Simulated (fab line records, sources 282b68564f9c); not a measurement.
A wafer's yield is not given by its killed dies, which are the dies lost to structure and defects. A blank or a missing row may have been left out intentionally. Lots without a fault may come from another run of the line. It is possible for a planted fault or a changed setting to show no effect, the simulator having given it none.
Split-lot trial || flow rit_cmos || on a route of 202 steps: 5 lots, 23 wafers read

## ABOUT THE SPLIT
At RIT_SILICIDE_SPUTTER_01 (material Ti, target thk 30 nm, time 240 s), the setting time_s was moved away from the recipe's 240 s on 11 of the 23 wafers read, by -14.9% to +10.3%. The other wafers ran this setting at the recipe's value.

## FROM THE SPLIT TO THE READING: what the file shows between them, 1 step
- RIT_SILICIDE_RS_MEAS_02: measures by four-point-probe

## THE READING
SILICIDE_TI_THK, in nm, at RIT_SILICIDE_THK_MEAS_03 (measures by xrf). Fault-free wafers of this fab line usually give 30.0 nm, standard deviation 0.39 nm.

{"wafer": "L074.1", "tool, chamber at the split": "pvd_sputter-03, -", "time_s as run, s": 240, "against the recipe": "recipe", "SILICIDE_TI_THK, nm": 29.5, "against lot-mates on the recipe": "-"}
{"wafer": "L074.2", "tool, chamber at the split": "pvd_sputter-03, -", "time_s as run, s": 211.4, "against the recipe": "-11.9%", "SILICIDE_TI_THK, nm": 25.9, "against lot-mates on the recipe": -4.0}
{"wafer": "L074.3", "tool, chamber at the split": "pvd_sputter-03, -", "time_s as run, s": 211.4, "against the recipe": "-11.9%", "SILICIDE_TI_THK, nm": 26.3, "against lot-mates on the recipe": -3.6}
{"wafer": "L074.5", "tool, chamber at the split": "pvd_sputter-03, -", "time_s as run, s": 211.4, "against the recipe": "-11.9%", "SILICIDE_TI_THK, nm": 25.7, "against lot-mates on the recipe": -4.2}
{"wafer": "L074.6", "tool, chamber at the split": "pvd_sputter-03, -", "time_s as run, s": 240, "against the recipe": "recipe", "SILICIDE_TI_THK, nm": 30.2, "against lot-mates on the recipe": "-"}
{"wafer": "L078.1", "tool, chamber at the split": "pvd_sputter-03, -", "time_s as run, s": 264.8, "against the recipe": "+10.3%", "SILICIDE_TI_THK, nm": 33.4, "against lot-mates on the recipe": "+3.2"}
{"wafer": "L078.3", "tool, chamber at the split": "pvd_sputter-03, -", "time_s as run, s": 240, "against the recipe": "recipe", "SILICIDE_TI_THK, nm": 29.9, "against lot-mates on the recipe": "-"}
{"wafer": "L078.4", "tool, chamber at the split": "pvd_sputter-03, -", "time_s as run, s": 240, "against the recipe": "recipe", "SILICIDE_TI_THK, nm": 30.5, "against lot-mates on the recipe": "-"}
{"wafer": "L078.5", "tool, chamber at the split": "pvd_sputter-03, -", "time_s as run, s": 264.8, "against the recipe": "+10.3%", "SILICIDE_TI_THK, nm": 33.6, "against lot-mates on the recipe": "+3.4"}
{"wafer": "L078.6", "tool, chamber at the split": "pvd_sputter-03, -", "time_s as run, s": 264.8, "against the recipe": "+10.3%", "SILICIDE_TI_THK, nm": 33.2, "against lot-mates on the recipe": "+3.0"}
{"wafer": "L079.1", "tool, chamber at the split": "pvd_sputter-01, -", "time_s as run, s": 240, "against the recipe": "recipe", "SILICIDE_TI_THK, nm": 30.0, "against lot-mates on the recipe": "-"}
{"wafer": "L079.4", "tool, chamber at the split": "pvd_sputter-01, -", "time_s as run, s": 240, "against the recipe": "recipe", "SILICIDE_TI_THK, nm": 29.1, "against lot-mates on the recipe": "-"}
{"wafer": "L079.5", "tool, chamber at the split": "pvd_sputter-01, -", "time_s as run, s": 240, "against the recipe": "recipe", "SILICIDE_TI_THK, nm": 29.8, "against lot-mates on the recipe": "-"}
{"wafer": "L082.2", "tool, chamber at the split": "pvd_sputter-03, -", "time_s as run, s": 258.1, "against the recipe": "+7.5%", "SILICIDE_TI_THK, nm": 32.8, "against lot-mates on the recipe": "+2.3"}
{"wafer": "L082.3", "tool, chamber at the split": "pvd_sputter-03, -", "time_s as run, s": 258.1, "against the recipe": "+7.5%", "SILICIDE_TI_THK, nm": 32.0, "against lot-mates on the recipe": "+1.5"}
{"wafer": "L082.4", "tool, chamber at the split": "pvd_sputter-03, -", "time_s as run, s": 258.1, "against the recipe": "+7.5%", "SILICIDE_TI_THK, nm": 32.2, "against lot-mates on the recipe": "+1.8"}
{"wafer": "L082.5", "tool, chamber at the split": "pvd_sputter-03, -", "time_s as run, s": 240, "against the recipe": "recipe", "SILICIDE_TI_THK, nm": 30.6, "against lot-mates on the recipe": "-"}
{"wafer": "L082.6", "tool, chamber at the split": "pvd_sputter-03, -", "time_s as run, s": 240, "against the recipe": "recipe", "SILICIDE_TI_THK, nm": 30.3, "against lot-mates on the recipe": "-"}
{"wafer": "L085.1", "tool, chamber at the split": "pvd_sputter-01, -", "time_s as run, s": 240, "against the recipe": "recipe", "SILICIDE_TI_THK, nm": 30.5, "against lot-mates on the recipe": "-"}
{"wafer": "L085.2", "tool, chamber at the split": "pvd_sputter-01, -", "time_s as run, s": 204.2, "against the recipe": "-14.9%", "SILICIDE_TI_THK, nm": 25.5, "against lot-mates on the recipe": -4.7}
{"wafer": "L085.3", "tool, chamber at the split": "pvd_sputter-01, -", "time_s as run, s": 240, "against the recipe": "recipe", "SILICIDE_TI_THK, nm": 30.5, "against lot-mates on the recipe": "-"}
{"wafer": "L085.4", "tool, chamber at the split": "pvd_sputter-01, -", "time_s as run, s": 240, "against the recipe": "recipe", "SILICIDE_TI_THK, nm": 29.7, "against lot-mates on the recipe": "-"}
{"wafer": "L085.6", "tool, chamber at the split": "pvd_sputter-01, -", "time_s as run, s": 204.2, "against the recipe": "-14.9%", "SILICIDE_TI_THK, nm": 25.8, "against lot-mates on the recipe": -4.4}

FIT RESULTS
A straight line over all 23 wafers: SILICIDE_TI_THK changes by +0.318 nm for each +1% of time_s; r = +0.99; the points scatter about the line by 0.41 nm.
The same after taking each lot's own level away (the mean of its wafers on the recipe; 23 wafers): +0.306 nm for each +1%; r = +0.99; scatter 0.35 nm.
Per that fit: largest time_s move, reading shift of 4.6 nm.
The span of the lots' own levels, 29.63 to 30.45 nm, comes to 2.1 times the standard deviation stated above.
The two slopes agree, so the slope changes little with the lot-to-lot level.
Check: -4.62 nm against its lot-mates is what the line predicts for one of the wafers moved furthest among these (-14.9%) when that wafer is left out of the fit. Against them it came out at -4.73 nm.

## ADDITIONAL SPLITS CARRIED BY THESE WAFERS
Note: prior to the reading, these wafers also went through further splits. Each is held against what the fit with the lots' levels taken away leaves over:
{"other split on the same wafers": "RIT_GATE_OXIDATION_05 temp_c", "wafers away from the commonest value": 18, "r with SILICIDE_TI_THK (lot level and that fit taken away)": "+0.05"}
{"other split on the same wafers": "RIT_GATE_DEVELOP_15 develop_time_s", "wafers away from the commonest value": 7, "r with SILICIDE_TI_THK (lot level and that fit taken away)": "+0.04"}
{"other split on the same wafers": "RIT_NSD_IMPLANT_08 energy_kev", "wafers away from the commonest value": 10, "r with SILICIDE_TI_THK (lot level and that fit taken away)": -0.32}
{"other split on the same wafers": "RIT_PSD_IMPLANT_08 energy_kev", "wafers away from the commonest value": 9, "r with SILICIDE_TI_THK (lot level and that fit taken away)": -0.01}

## THE WHOLE CHAIN: every reading that the file lists as answering this split, in the file's order
{"step": "RIT_SILICIDE_SPUTTER_01", "what it does": "material Ti, target thk 30 nm, time 240 s", "reading": "Ti_of_SILICIDE_SPUTTER_01.thk_nm (the simulator's own value, which no gauge read)", "change (the file's fit)": "+0.301 nm for each +1% of the setting", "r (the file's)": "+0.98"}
{"step": "RIT_SILICIDE_RS_MEAS_02", "what it does": "measures by four-point-probe", "reading": "SILICIDE_TI_RS", "change (the file's fit)": "-0.671 for each +1% of the setting", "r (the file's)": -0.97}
{"step": "RIT_SILICIDE_THK_MEAS_03", "what it does": "measures by xrf", "reading": "SILICIDE_TI_THK", "change (the file's fit)": "+0.304 for each +1% of the setting", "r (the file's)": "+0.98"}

## THE FILE'S OWN FIT
SILICIDE_TI_THK changes by +0.304 nm for each +1% of time_s, r = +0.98.
